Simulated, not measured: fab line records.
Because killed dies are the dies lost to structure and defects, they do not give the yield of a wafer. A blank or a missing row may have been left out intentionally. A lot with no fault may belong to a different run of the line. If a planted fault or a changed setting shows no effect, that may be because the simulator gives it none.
Comparing a struck lot with a sound one ; flow rit_cmos ; 19 out of 202 route steps
Sound: these wafers, L962.2, L962.3, L962.4. Wafers struck: L972.1, L972.2, L972.4. The cause comes at the end.
Per side, at each step with rows, come the tool, then ch with its chambers, and then its first start. Under that, the readings that differ: sound wafers ; struck wafers ; difference of the means ; sigmas: that difference in standard deviations of wafers without a fault.
alike: words and numbers the same on both sides, and readings whose means are apart by under 2 such deviations; not compared: readings that were withheld, readings missing a value for some wafer, numbers with overlapping values and no deviation given by the record, and bounds like >300 which may hide the same value.
A row with sigmas, a row that says differs or no value, or rows on one side alone: a step with any of these is where the two part. Numbers that have no deviation but don't overlap get no sigmas and don't part them. Lack of a reading on every wafer of one side parts them only where that side has two or more wafers.

RIT_ACTIVE_BOW_MEAS_00:
  sound on film_metro-03, day 3 02:01; struck on film_metro-04, day 5 04:00
  alike: INCOMING_BOW
then, 1 step without rows for these wafers: RIT_ACTIVE_OXIDATION_01 (target thk 46.8 nm, ox time 3360 s).
RIT_ACTIVE_THK_MEAS_02:
  sound on film_metro-03, day 3 04:04; struck on film_metro-03, day 5 06:03
  alike: ACTIVE_OXIDE_THK
RIT_ACTIVE_CVD_03: deposits Si3N4 from SiH2Cl2/NH3, target thk 150 nm, time 1500 s.
  sound on lpcvd-02 ch 0, day 3 04:07; struck on lpcvd-01 ch 1, day 5 06:07
reading;sound;struck;difference;sigmas
spike_tc_centre_C (C);815.2 812.7 814.2;837.0 839.0 838.2;+24.0;+20
spike_tc_load_C (C);833.6 832.0 831.9;861.4 860.9 860.6;+28.5;+20
spike_tc_source_C (C);830.4 830.5 829.8;857.0 858.5 857.2;+27.3;+20
susceptor_temp_C (C);810.3 809.9 810.2;836.1 835.7 836.0;+25.8;+78
zone_power_source_pct (%);20.5 20.4 20.5;21.8 21.7 22.2;+1.4;+2
model.Si3N4_of_ACTIVE_CVD_03.thk_nm (nm);149.7 150.7 150.5;232.7 233.4 231.2;+82.1;
  alike: nh3_flow_sccm
RIT_ACTIVE_THK_MEAS_04:
  sound on film_metro-03, day 3 05:32; struck on film_metro-01, day 5 07:32
reading;sound;struck;difference;sigmas
ACTIVE_NITRIDE_THK (nm);149.7 150.6 150.6;232.8 233.4 231.1;+82.1;+48
then, 6 steps without rows for these wafers: RIT_ACTIVE_HMDS_05 (prime time 60 s); RIT_ACTIVE_COAT_06 (resist thk 1000 nm); RIT_ACTIVE_SOFTBAKE_07 (time 60 s); RIT_ACTIVE_EXPOSE_08 (exposes mask M1, target cd 1400 nm); RIT_ACTIVE_PEB_09; RIT_ACTIVE_DEVELOP_10 (develop time 50 s).
RIT_ACTIVE_CD_MEAS_11: target cd 1400 nm.
  sound on cd_sem-01, day 3 06:36; struck on cd_sem-02, day 5 08:26
  alike: cd_nm
then, 1 step without rows for these wafers: RIT_ACTIVE_HARDBAKE_12 (time 60 s).
RIT_ACTIVE_ETCH_13: etches Si3N4 in SF6, stops on SiO2, time 210 s, target depth 210 nm.
  sound on rie_diel-01 ch 0,2,3, day 3 06:51; struck on rie_diel-02 ch 0,2,3, day 5 08:43
reading;sound;struck;difference;sigmas
oes_product_au (a.u.);0.844 0.806 0.829;0.974 0.994 1.026;+0.172;+11
model.etch.depth_nm (nm);149.7 150.7 150.5;212.9 205.8 210.2;+59.3;
model.ACTIVE.feature_depth_nm (nm);151.6 152.4 152.3;212.9 205.8 210.2;+57.5;
  alike: drypump_motor_current_A, throttle_valve_pct
  not compared: rf_hours_counter_h
RIT_ACTIVE_STRIP_14: strips in O2, time 180 s.
  sound on plasma_asher-02 ch 0,1, day 3 06:59; struck on plasma_asher-02 ch 0,1, day 5 08:50
  alike: drypump_motor_current_A
  not compared: rf_hours_counter_h
RIT_ACTIVE_CD_MEAS_90: target cd 1400 nm.
  sound on cd_sem-01, day 3 07:11; struck on cd_sem-02, day 5 09:01
  alike: cd_nm
then, 1 step without rows for these wafers: RIT_ACTIVE_CLEAN_15 (cleans in SC1, time 600 s).
RIT_ACTIVE_CLEAN_16: cleans in dHF, time 30 s.
  sound on wet_bench-02 ch 3, day 3 07:28; struck on wet_bench-04 ch 2, day 5 09:20
reading;sound;struck;difference;sigmas
model.Si3N4_of_ACTIVE_CVD_03.thk_nm (nm);148.8 149.9 149.6;231.9 232.6 230.3;+82.2;
then, 1 step without rows for these wafers: RIT_ACTIVE_CLEAN_17 (cleans in SC2, time 600 s).

## WHERE THEY PART
Earliest at RIT_ACTIVE_CVD_03; latest, in this record, at RIT_ACTIVE_ETCH_13. Later steps at which nothing parts them and some readings are alike: RIT_ACTIVE_STRIP_14, RIT_ACTIVE_CD_MEAS_90.

WHY: what had been put in by the simulator
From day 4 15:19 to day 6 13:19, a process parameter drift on lpcvd-01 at RIT_ACTIVE_CVD_03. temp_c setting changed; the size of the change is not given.
